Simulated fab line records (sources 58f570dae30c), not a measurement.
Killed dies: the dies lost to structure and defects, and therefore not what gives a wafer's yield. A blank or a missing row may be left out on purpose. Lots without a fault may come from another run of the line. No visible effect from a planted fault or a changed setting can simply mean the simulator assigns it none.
Check for tools in common ; flow berkeley-cmos170 ; Sample size 14 lots and 42 wafers

REASON FOR OPENING
Flagged at UCB170_NLDD_CD_MEAS_06: reading cd-nm, on 2 of 14 lots. Wafers without a fault read 1199.5 nm, standard deviation 1.3.
Rule: flag the lot when none of its wafers has a number, or when each of its wafers that has one lies beyond 4 standard deviations from that mean. The rest of the lots are taken to be sound.

lot;measured;on;cd-nm (nm), wafer by wafer;flag
L774;day 6 21:04;cd-sem-02;1198.4 1199.2 1198.3;
L773;day 6 21:19;cd-sem-02;1200.3 1199.1 1199.0;
L775;day 6 21:25;cd-sem-02;1200.0 1198.6 1197.3;
L777;day 7 07:43;cd-sem-01;1201.1 1201.4 1200.4;
L776;day 7 08:13;cd-sem-02;1199.1 1199.9 1199.6;
L779;day 8 00:53;cd-sem-01;1199.5 1200.4 1199.3;
L781;day 8 06:48;cd-sem-01;1198.7 1198.4 1199.5;
L782;day 8 17:55;cd-sem-02;1201.2 1199.3 1200.2;
L784;day 8 23:49;cd-sem-02;1199.9 1200.0 1198.3;
L785;day 9 05:34;cd-sem-01;1207.4 1207.7 1208.0;FLAGGED
L786;day 9 18:46;cd-sem-01;1207.9 1205.9 1206.9;FLAGGED
L787;day 9 19:02;cd-sem-01;1198.5 1199.0 1199.4;
L789;day 10 07:53;cd-sem-01;1201.1 1200.0 1201.8;
L795;day 11 09:05;cd-sem-01;1199.6 1199.2 1199.7;
The mean of the flagged lots' numbers is 1207.3 nm, +7.8 nm from the usual (+6 standard deviations).

EACH LOT AND THE TOOL IT RAN ON
The record keeps 1 process step preceding the reading, out of 331 steps on the route. Cell contents, in order: the tool; ch with the chambers the sampled wafers went through; the start.
lot;flag;UCB170_NLDD_COAT_01
L774;;litho-track-01 ch 0, day 6 19:56
L773;;litho-track-04 ch 0, day 6 19:58
L775;;litho-track-03 ch 0, day 6 20:19
L777;;litho-track-04 ch 0, day 7 06:14
L776;;litho-track-01 ch 0, day 7 07:22
L779;;litho-track-01 ch 0, day 8 00:03
L781;;litho-track-03 ch 0, day 8 06:07
L782;;litho-track-04 ch 0, day 8 17:13
L784;;litho-track-04 ch 0, day 8 23:01
L785;FLAGGED;litho-track-04 ch 0, day 9 04:44
L786;FLAGGED;litho-track-04 ch 0, day 9 18:05
L787;;litho-track-01 ch 0, day 9 18:14
L789;;litho-track-03 ch 0, day 10 07:01
L795;;litho-track-03 ch 0, day 11 07:34
What is done by these steps:
- UCB170_NLDD_COAT_01: resist thk 900 nm.
- UCB170_NLDD_CD_MEAS_06: target cd 1200 nm.

FLAGGED OVER TOTAL, TOOL BY TOOL (the gauges that took the reading come last)
step;tool;lots run;flagged;share of the flagged lots;sound lots run after its first flagged lot
UCB170_NLDD_COAT_01;litho-track-01;4;0;none;-
UCB170_NLDD_COAT_01;litho-track-03;4;0;none;-
UCB170_NLDD_COAT_01;litho-track-04;6;2;all;0
UCB170_NLDD_CD_MEAS_06;cd-sem-01;8;2;all;3 (L787,L789,L795)
UCB170_NLDD_CD_MEAS_06;cd-sem-02;6;0;none;-

WHAT THE TABLE PERMITS
In 2 table rows, all flagged lots were run: litho-track-04 (UCB170_NLDD_COAT_01), cd-sem-01 (UCB170_NLDD_CD_MEAS_06).
- litho-track-04 at UCB170_NLDD_COAT_01: 2 of its 6 lots flagged. It ran its last sound lot, L784, at day 8 23:01 and its first flagged lot, L785, at day 9 04:44: a fault with its onset between the two fits.
- cd-sem-01 at UCB170_NLDD_CD_MEAS_06: 2 of its 8 lots flagged. Lots that were sound ran on it after the first flagged one (L787, L789, L795); a persistent fault on the entire tool would not allow that.
litho-track-04 at UCB170_NLDD_COAT_01 is the single tool remaining.

WHAT THE SIMULATOR HAD INSERTED
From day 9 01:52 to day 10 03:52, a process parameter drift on litho-track-04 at UCB170_NLDD_COAT_01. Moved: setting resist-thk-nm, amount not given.
Shown lots that were struck: L785, L786. The rule above reached the same finding.
